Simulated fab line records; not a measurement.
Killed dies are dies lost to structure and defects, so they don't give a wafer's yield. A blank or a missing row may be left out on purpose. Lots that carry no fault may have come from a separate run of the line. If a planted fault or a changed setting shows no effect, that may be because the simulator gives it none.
Split-lot experiment -- flow berkeley-cmos170 -- on a route of 331 steps: 5 lots, 23 wafers read

SPLIT DETAILS
At UCB170_PLDD_IMPLANT_09, the setting energy-kev was moved away from the recipe's 10 on 8 of the 23 wafers read, by -4.9% to +5.6%. For the rest of the wafers, this setting stayed at what the recipe calls for.

The split's own step is where the reading is taken.

THE READING
implant.drp-nm (the simulator's own value, which no gauge read), in nm, at UCB170_PLDD_IMPLANT_09. No usual value for it is given in the file.

wafer,"tool, chamber at the split",energy-kev as run,against the recipe,"implant.drp-nm, nm",against lot-mates on the recipe
L076.2,"implanter-04, 0",9.595,-4.0%,5.835,-0.170
L076.4,"implanter-04, 0",9.595,-4.0%,5.835,-0.170
L076.3,"implanter-04, 0",10,recipe,6.005,-
L076.5,"implanter-04, 0",10,recipe,6.005,-
L076.6,"implanter-04, 0",10,recipe,6.005,-
L075.1,"implanter-02, 0",10.56,+5.6%,6.236,+0.231
L075.3,"implanter-02, 0",10.56,+5.6%,6.236,+0.231
L075.4,"implanter-02, 0",10.56,+5.6%,6.236,+0.231
L075.2,"implanter-02, 0",10,recipe,6.005,-
L075.6,"implanter-02, 0",10,recipe,6.005,-
L074.1,"implanter-04, 0",10,recipe,6.005,-
L074.2,"implanter-04, 0",10,recipe,6.005,-
L074.3,"implanter-04, 0",10,recipe,6.005,-
L074.4,"implanter-04, 0",10,recipe,6.005,-
L074.5,"implanter-04, 0",10,recipe,6.005,-
L083.1,"implanter-01, 0",9.514,-4.9%,5.801,-0.204
L083.2,"implanter-01, 0",9.514,-4.9%,5.801,-0.204
L083.4,"implanter-01, 0",9.514,-4.9%,5.801,-0.204
L083.3,"implanter-01, 0",10,recipe,6.005,-
L083.6,"implanter-01, 0",10,recipe,6.005,-
L082.1,"implanter-02, 0",10,recipe,6.005,-
L082.3,"implanter-02, 0",10,recipe,6.005,-
L082.4,"implanter-02, 0",10,recipe,6.005,-

FIT RESULTS
A straight line over all 23 wafers: implant.drp-nm changes by +0.0416 nm for each +1% of energy-kev; r = +1.00; the points scatter about the line by 0.0009 nm.
The same after taking each lot's own level away (the mean of its wafers on the recipe; 23 wafers): +0.0416 nm for each +1%; r = +1.00; scatter 0.0009 nm.
According to that fit, moving energy-kev by its largest amount changes the reading by 0.23 nm.
The lots' own levels span 6.0050 to 6.0050 nm.
Hence the lot-to-lot level has little effect on the slope; both slopes agree.
Check: with one of the wafers moved furthest among these (+5.6%) left out of the fit, the line predicts +0.233 nm for it against its lot-mates. Against them it came out at +0.231 nm.

OTHER SPLITS ON THESE WAFERS
Other splits were also applied to these wafers ahead of the reading. Each is held against what the fit with the lots' levels taken away leaves over:
other split on the same wafers,wafers away from the commonest value,r with implant.drp-nm (lot level and that fit taken away)
UCB170_NWELL_CVD_04 sih2cl2-flow-sccm,18,-0.20
UCB170_NWELL_COAT_07 resist-thk-nm,5,-0.30
UCB170_PWELL_IMPLANT_15 energy-kev,5,+0.10
UCB170_ACTIVE_COAT_08 resist-thk-nm,8,-0.03
UCB170_ACTIVE_ETCH_15 over-etch-frac,11,+0.26
UCB170_PFIELD_COAT_01 spin-rpm,5,-0.30
UCB170_PVT_IMPLANT_07 energy-kev,10,-0.31
UCB170_GATE_PEB_10 peb-temp-c,9,+0.19
UCB170_GATE_ETCH_15 bias-w,6,+0.38

THE WHOLE CHAIN: every reading that the file lists as answering this split, in the file's order
step,what it does,reading,change (the file's fit),r (the file's)
UCB170_PLDD_IMPLANT_09,,"implant.rp-nm (the simulator's own value, which no gauge read)",+0.0776 nm for each +1% of the setting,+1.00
UCB170_PLDD_IMPLANT_09,,"implant.drp-nm (the simulator's own value, which no gauge read)",+0.0417 nm for each +1% of the setting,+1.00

FILE'S OWN FIT
implant.drp-nm changes by +0.0417 nm for each +1% of energy-kev, r = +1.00.
